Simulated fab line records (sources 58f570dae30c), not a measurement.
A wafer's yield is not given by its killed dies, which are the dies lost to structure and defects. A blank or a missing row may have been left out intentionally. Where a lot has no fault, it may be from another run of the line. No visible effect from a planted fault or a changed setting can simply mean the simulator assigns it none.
A sampling plan put to the test + flow berkeley_cmos170 + 13 faults told of in these records, all on one fab line, each judged by the records of the lots it struck
What counts as the plan is the set of the line's own looks, namely the steps on the route at which a gauge or an inspection reads a wafer and does not change it. Where struck wafers have a number at a look and the file lists that look's usual mean and standard deviation on fault-free wafers, the look can be judged. Caught: 4 or more of those standard deviations (sigma) separate the usual mean from the mean of the struck wafers at a look after the fault's first step. On the tool: the fault's steps, tested the same way using the tool's own readings. Another recipe on the struck wafers, or a record that is blank for them alone, also counts as caught.

== THE FAULTS, as the simulator had put them in ==
1. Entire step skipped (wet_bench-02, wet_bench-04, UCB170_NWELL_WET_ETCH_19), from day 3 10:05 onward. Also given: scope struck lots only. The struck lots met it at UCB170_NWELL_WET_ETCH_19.
2. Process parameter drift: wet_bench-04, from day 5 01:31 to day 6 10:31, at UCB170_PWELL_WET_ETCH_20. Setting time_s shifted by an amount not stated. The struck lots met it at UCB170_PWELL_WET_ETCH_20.
3. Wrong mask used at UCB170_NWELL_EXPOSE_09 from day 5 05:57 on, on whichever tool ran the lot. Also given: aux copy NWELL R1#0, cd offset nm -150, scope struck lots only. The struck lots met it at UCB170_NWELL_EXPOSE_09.
4. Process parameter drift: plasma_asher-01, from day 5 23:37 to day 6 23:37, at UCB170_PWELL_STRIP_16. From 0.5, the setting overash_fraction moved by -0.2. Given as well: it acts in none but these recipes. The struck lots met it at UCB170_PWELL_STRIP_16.
5. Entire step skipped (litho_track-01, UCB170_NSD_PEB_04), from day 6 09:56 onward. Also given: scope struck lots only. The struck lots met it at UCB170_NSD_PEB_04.
6. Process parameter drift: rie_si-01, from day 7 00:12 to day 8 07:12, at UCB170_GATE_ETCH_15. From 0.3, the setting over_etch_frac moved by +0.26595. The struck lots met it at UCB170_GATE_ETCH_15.
7. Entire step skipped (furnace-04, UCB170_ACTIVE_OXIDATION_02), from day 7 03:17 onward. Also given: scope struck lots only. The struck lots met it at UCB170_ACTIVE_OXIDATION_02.
8. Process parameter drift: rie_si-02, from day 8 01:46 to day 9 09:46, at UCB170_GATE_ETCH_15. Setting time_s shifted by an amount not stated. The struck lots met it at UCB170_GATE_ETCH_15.
9. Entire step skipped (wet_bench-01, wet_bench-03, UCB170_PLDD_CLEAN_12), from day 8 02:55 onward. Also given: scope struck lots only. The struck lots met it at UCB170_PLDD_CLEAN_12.
10. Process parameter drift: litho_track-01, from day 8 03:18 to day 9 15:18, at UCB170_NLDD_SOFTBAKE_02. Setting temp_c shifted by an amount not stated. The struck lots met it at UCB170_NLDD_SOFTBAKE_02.
11. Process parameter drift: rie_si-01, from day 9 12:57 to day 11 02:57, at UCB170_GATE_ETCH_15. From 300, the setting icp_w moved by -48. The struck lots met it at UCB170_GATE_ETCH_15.
12. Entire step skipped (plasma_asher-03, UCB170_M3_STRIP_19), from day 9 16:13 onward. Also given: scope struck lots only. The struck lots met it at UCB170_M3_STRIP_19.
13. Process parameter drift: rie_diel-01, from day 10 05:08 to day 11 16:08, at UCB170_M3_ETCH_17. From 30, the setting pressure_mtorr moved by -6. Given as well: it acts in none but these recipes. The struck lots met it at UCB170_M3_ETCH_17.

== WHAT THE PLAN SAW ==
| fault | on the tool itself                               | first look that catches it                      | reading, sigma | median hours from its first step to that look | hours from the fault's start to the first struck lot there | judged looks passed uncaught |
|-------|--------------------------------------------------|-------------------------------------------------|----------------|-----------------------------------------------|------------------------------------------------------------|------------------------------|
| 1     | the tool's record is blank for the struck wafers | no look after it can be judged                  | -              | -                                             | -                                                          | 0                            |
| 2     | run_length_s -8.1 sigma                          | no look after it can be judged                  | -              | -                                             | -                                                          | 0                            |
| 3     | no reading that can be judged                    | no look after it can be judged                  | -              | -                                             | -                                                          | 0                            |
| 4     | oes_product_au +17 sigma                         | none of the 2 looks that can be judged after it | -              | -                                             | -                                                          | 2                            |
| 5     | the tool's record is blank for the struck wafers | no look after it can be judged                  | -              | -                                             | -                                                          | 0                            |
| 6     | oes_product_au -9.5 sigma                        | no look after it can be judged                  | -              | -                                             | -                                                          | 0                            |
| 7     | the tool's record is blank for the struck wafers | no look after it can be judged                  | -              | -                                             | -                                                          | 0                            |
| 8     | run_length_s -22 sigma                           | not the one look that can be judged after it    | -              | -                                             | -                                                          | 1                            |
| 9     | the tool's record is blank for the struck wafers | no look after it can be judged                  | -              | -                                             | -                                                          | 0                            |
| 10    | heater_power_total_W +81 sigma                   | UCB170_NLDD_CD_MEAS_06                          | cd_nm +10      | 1.3                                           | 2                                                          | 0                            |
| 11    | rf_fwd_power_W -43 sigma                         | no look after it can be judged                  | -              | -                                             | -                                                          | 0                            |
| 12    | the tool's record is blank for the struck wafers | not the one look that can be judged after it    | -              | -                                             | -                                                          | 1                            |
| 13    | chamber_pressure_mTorr -99 or beyond sigma       | no look after it can be judged                  | -              | -                                             | -                                                          | 0                            |
A dash: this means the fault isn't caught or the number doesn't appear in these records.

Caught at a look: 1 of 13. Caught on the tool: 12 of 13. By one or the other: 12 of 13.
Faults caught by the tool alone: 1, 2, 4, 5, 6, 7, 8, 9, 11, 12, 13.
Caught by neither: fault 3.

== THINNER SAMPLING ==
Were the look that catches a fault to measure just every second or every third lot (counted by lot number), the first struck lot would, at worst, be measured this late:
| fault | struck lots at that look, in order of time | every lot | every second lot | every third lot |
|-------|--------------------------------------------|-----------|------------------|-----------------|
| 10    | L220, L222                                 | 2 h       | may miss all 2   | may miss all 2  |
Hours are from the fault's start to the first struck lot that is measured. The limit of 4 sigma was tested on all struck wafers together, so one lot alone may lie under it. Other struck lots may not be in these records.

== THE LONGEST TIMED WAY FROM STEP TO LOOK ==
In fault 10, a median of 1.3 hours elapses between UCB170_NLDD_SOFTBAKE_02 and UCB170_NLDD_CD_MEAS_06. No look between them can be judged.
